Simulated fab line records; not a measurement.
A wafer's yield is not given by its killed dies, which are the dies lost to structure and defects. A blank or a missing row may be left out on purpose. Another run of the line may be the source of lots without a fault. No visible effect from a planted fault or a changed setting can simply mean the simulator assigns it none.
Split-lot trial || flow berkeley-cmos170 || 23 wafers read from 5 lots, route of 331 steps

== ABOUT THE SPLIT ==
At UCB170_PWELL_OXIDATION_02 (target thk 26.4 nm, ox time 1260 s), the setting temp-c was moved away from the recipe's 1000 C on 20 of the 23 wafers read, by -3.0% to +2.5%. This setting was run at the recipe's value on the other wafers.

The file shows no step between the split and the reading.

== THE READING ==
Values of PWELL_OXIDE_THK in nm from UCB170_PWELL_THK_MEAS_03. Typical for fault-free wafers on this fab line: 26.8 nm, with standard deviation 0.6 nm.

{"wafer": "L077.1", "tool, chamber at the split": "-, -", "temp-c as run, C": 1025, "against the recipe": "+2.5%", "PWELL_OXIDE_THK, nm": 33.4, "against lot-mates on the recipe": "no lot-mate on the recipe"}
{"wafer": "L077.2", "tool, chamber at the split": "-, -", "temp-c as run, C": 1025, "against the recipe": "+2.5%", "PWELL_OXIDE_THK, nm": 33.3, "against lot-mates on the recipe": "no lot-mate on the recipe"}
{"wafer": "L077.3", "tool, chamber at the split": "-, -", "temp-c as run, C": 1025, "against the recipe": "+2.5%", "PWELL_OXIDE_THK, nm": 33.2, "against lot-mates on the recipe": "no lot-mate on the recipe"}
{"wafer": "L077.4", "tool, chamber at the split": "-, -", "temp-c as run, C": 1025, "against the recipe": "+2.5%", "PWELL_OXIDE_THK, nm": 33.8, "against lot-mates on the recipe": "no lot-mate on the recipe"}
{"wafer": "L077.6", "tool, chamber at the split": "-, -", "temp-c as run, C": 1025, "against the recipe": "+2.5%", "PWELL_OXIDE_THK, nm": 33.7, "against lot-mates on the recipe": "no lot-mate on the recipe"}
{"wafer": "L080.1", "tool, chamber at the split": "furnace-03, 0", "temp-c as run, C": 1000, "against the recipe": "recipe", "PWELL_OXIDE_THK, nm": 27.9, "against lot-mates on the recipe": "-"}
{"wafer": "L080.2", "tool, chamber at the split": "furnace-03, 0", "temp-c as run, C": 1000, "against the recipe": "recipe", "PWELL_OXIDE_THK, nm": 27.4, "against lot-mates on the recipe": "-"}
{"wafer": "L080.6", "tool, chamber at the split": "furnace-03, 0", "temp-c as run, C": 1000, "against the recipe": "recipe", "PWELL_OXIDE_THK, nm": 27.7, "against lot-mates on the recipe": "-"}
{"wafer": "L082.1", "tool, chamber at the split": "-, -", "temp-c as run, C": 970.4, "against the recipe": "-3.0%", "PWELL_OXIDE_THK, nm": 19.9, "against lot-mates on the recipe": "no lot-mate on the recipe"}
{"wafer": "L082.3", "tool, chamber at the split": "-, -", "temp-c as run, C": 970.4, "against the recipe": "-3.0%", "PWELL_OXIDE_THK, nm": 19.8, "against lot-mates on the recipe": "no lot-mate on the recipe"}
{"wafer": "L082.4", "tool, chamber at the split": "-, -", "temp-c as run, C": 970.4, "against the recipe": "-3.0%", "PWELL_OXIDE_THK, nm": 20.4, "against lot-mates on the recipe": "no lot-mate on the recipe"}
{"wafer": "L082.5", "tool, chamber at the split": "-, -", "temp-c as run, C": 970.4, "against the recipe": "-3.0%", "PWELL_OXIDE_THK, nm": 20.5, "against lot-mates on the recipe": "no lot-mate on the recipe"}
{"wafer": "L082.6", "tool, chamber at the split": "-, -", "temp-c as run, C": 970.4, "against the recipe": "-3.0%", "PWELL_OXIDE_THK, nm": 20.6, "against lot-mates on the recipe": "no lot-mate on the recipe"}
{"wafer": "L084.1", "tool, chamber at the split": "-, -", "temp-c as run, C": 1021, "against the recipe": "+2.1%", "PWELL_OXIDE_THK, nm": 31.5, "against lot-mates on the recipe": "no lot-mate on the recipe"}
{"wafer": "L084.2", "tool, chamber at the split": "-, -", "temp-c as run, C": 1021, "against the recipe": "+2.1%", "PWELL_OXIDE_THK, nm": 31.4, "against lot-mates on the recipe": "no lot-mate on the recipe"}
{"wafer": "L084.4", "tool, chamber at the split": "-, -", "temp-c as run, C": 1021, "against the recipe": "+2.1%", "PWELL_OXIDE_THK, nm": 31.7, "against lot-mates on the recipe": "no lot-mate on the recipe"}
{"wafer": "L084.5", "tool, chamber at the split": "-, -", "temp-c as run, C": 1021, "against the recipe": "+2.1%", "PWELL_OXIDE_THK, nm": 31.3, "against lot-mates on the recipe": "no lot-mate on the recipe"}
{"wafer": "L084.6", "tool, chamber at the split": "-, -", "temp-c as run, C": 1021, "against the recipe": "+2.1%", "PWELL_OXIDE_THK, nm": 31.9, "against lot-mates on the recipe": "no lot-mate on the recipe"}
{"wafer": "L085.1", "tool, chamber at the split": "-, -", "temp-c as run, C": 985.2, "against the recipe": "-1.5%", "PWELL_OXIDE_THK, nm": 22.7, "against lot-mates on the recipe": "no lot-mate on the recipe"}
{"wafer": "L085.2", "tool, chamber at the split": "-, -", "temp-c as run, C": 985.2, "against the recipe": "-1.5%", "PWELL_OXIDE_THK, nm": 23.0, "against lot-mates on the recipe": "no lot-mate on the recipe"}
{"wafer": "L085.3", "tool, chamber at the split": "-, -", "temp-c as run, C": 985.2, "against the recipe": "-1.5%", "PWELL_OXIDE_THK, nm": 22.3, "against lot-mates on the recipe": "no lot-mate on the recipe"}
{"wafer": "L085.4", "tool, chamber at the split": "-, -", "temp-c as run, C": 985.2, "against the recipe": "-1.5%", "PWELL_OXIDE_THK, nm": 22.6, "against lot-mates on the recipe": "no lot-mate on the recipe"}
{"wafer": "L085.6", "tool, chamber at the split": "-, -", "temp-c as run, C": 985.2, "against the recipe": "-1.5%", "PWELL_OXIDE_THK, nm": 22.6, "against lot-mates on the recipe": "no lot-mate on the recipe"}

FIT RESULTS
A straight line over all 23 wafers: PWELL_OXIDE_THK changes by +2.42 nm for each +1% of temp-c; r = +0.99; the points scatter about the line by 0.65 nm.
Too few moved wafers with a lot-mate on the recipe to fit a line net of each lot's own level.

== THE WHOLE CHAIN: every reading that the file lists as answering this split, in the file's order ==
{"step": "UCB170_PWELL_OXIDATION_02", "what it does": "target thk 26.4 nm, ox time 1260 s", "reading": "SiO2_of_PWELL_OXIDATION_02.thk-nm (the simulator's own value, which no gauge read)", "change (the file's fit)": "+2.41 nm for each +1% of the setting", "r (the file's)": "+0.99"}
{"step": "UCB170_PWELL_THK_MEAS_03", "what it does": "", "reading": "PWELL_OXIDE_THK", "change (the file's fit)": "+2.41 for each +1% of the setting", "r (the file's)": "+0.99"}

== FILE'S OWN FIT ==
PWELL_OXIDE_THK changes by +2.41 nm for each +1% of temp-c, r = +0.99.
